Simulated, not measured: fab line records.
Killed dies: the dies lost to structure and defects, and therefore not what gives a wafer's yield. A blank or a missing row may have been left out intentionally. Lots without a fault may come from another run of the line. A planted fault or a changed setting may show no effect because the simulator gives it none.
Problem report in the 8D (eight disciplines) form, filled by code | flow rit_cmos | the parts of the form that need people (team, actions taken, sign-off) are left out

1. THE PROBLEM
Wafers without a fault read 238.3 s, standard deviation 0.42; run_length_s at RIT_ACTIVE_ETCH_13 reads a mean of 296.2 s on 6 wafers belonging to 2 lots. That is +99 or more standard deviations from the usual mean.
The step: etches Si3N4 in SF6, stops on SiO2, time 210 s, target depth 210 nm.
The first sign was on wafer L108.1 at day 4 02:58, on rie_diel-04. At this step, 42 wafers from 14 lots have a number in the record. By rule, "out" or "out of limits" means more than 4 standard deviations away from the usual mean. The rest of the wafers with a number are treated as sound.

2. WHAT IT IS AND WHAT IT IS NOT
question                    | is                           | is not
which readings at this step | run_length_s, oes_product_au | drypump_motor_current_A, throttle_valve_pct
which lots                  | L108, L112                   | L100, L101, L102, L106, L114, L115, L118, L119, L996, L997, L998, L999
which wafers of those lots  | all that have a number       | -
read on which tools         | rie_diel-04                  | rie_diel-01, rie_diel-03
when                        | from day 4 02:58             | up to then (24 sound wafers); but 12 sound wafers of L114, L115, L118, L119 came after

3. WHAT RULES OUT EACH SUSPECT
Counting: any tool at a process step up to the reading is kept as a suspect provided that every lot that is out went through it and no sound lot did after the first of them.
- rie_diel-04 at RIT_ACTIVE_ETCH_13 (etches Si3N4 in SF6, stops on SiO2, time 210 s, target depth 210 nm): kept. It processed each lot that is out, first L108 at day 4 02:58, and no sound lot thereafter; up to then, the last sound lot it processed was L102 at day 2 20:55. Its own oes_product_au, run_length_s readings are out on those wafers.
After counting, what remains is rie_diel-04 at RIT_ACTIVE_ETCH_13.

4. THE CAUSE (what the simulator had put in)
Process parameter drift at RIT_ACTIVE_ETCH_13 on rie_diel-04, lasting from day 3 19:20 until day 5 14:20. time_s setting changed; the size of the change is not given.
Only this tool survived the counting.

5. THE CHAIN OF EFFECTS, in route order
Each row: a reading where the mean over the struck wafers with a number is more than 3 standard deviations away from the usual. Only readings for which the record gives a usual standard deviation are gone through. hours: the time from each lot's start at the first step in this table that gives one to its start at this step, as a median over the lots. sigmas: the change in usual standard deviations.
hours | step               | reading        | usual      | on struck wafers | change | sigmas
0     | RIT_ACTIVE_ETCH_13 | oes_product_au | 0.821 a.u. | 0.728            | -0.093 | -10
0     | RIT_ACTIVE_ETCH_13 | run_length_s   | 238.3 s    | 296.2            | +57.9  | +99 or more
It contains these process steps:
- RIT_ACTIVE_ETCH_13: etches Si3N4 in SF6, stops on SiO2, time 210 s, target depth 210 nm.

6. HOW IT WOULD HAVE BEEN CAUGHT EARLIER
First out-of-limits reading in this record: day 4 02:58, which is 8 hours after fault onset at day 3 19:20.
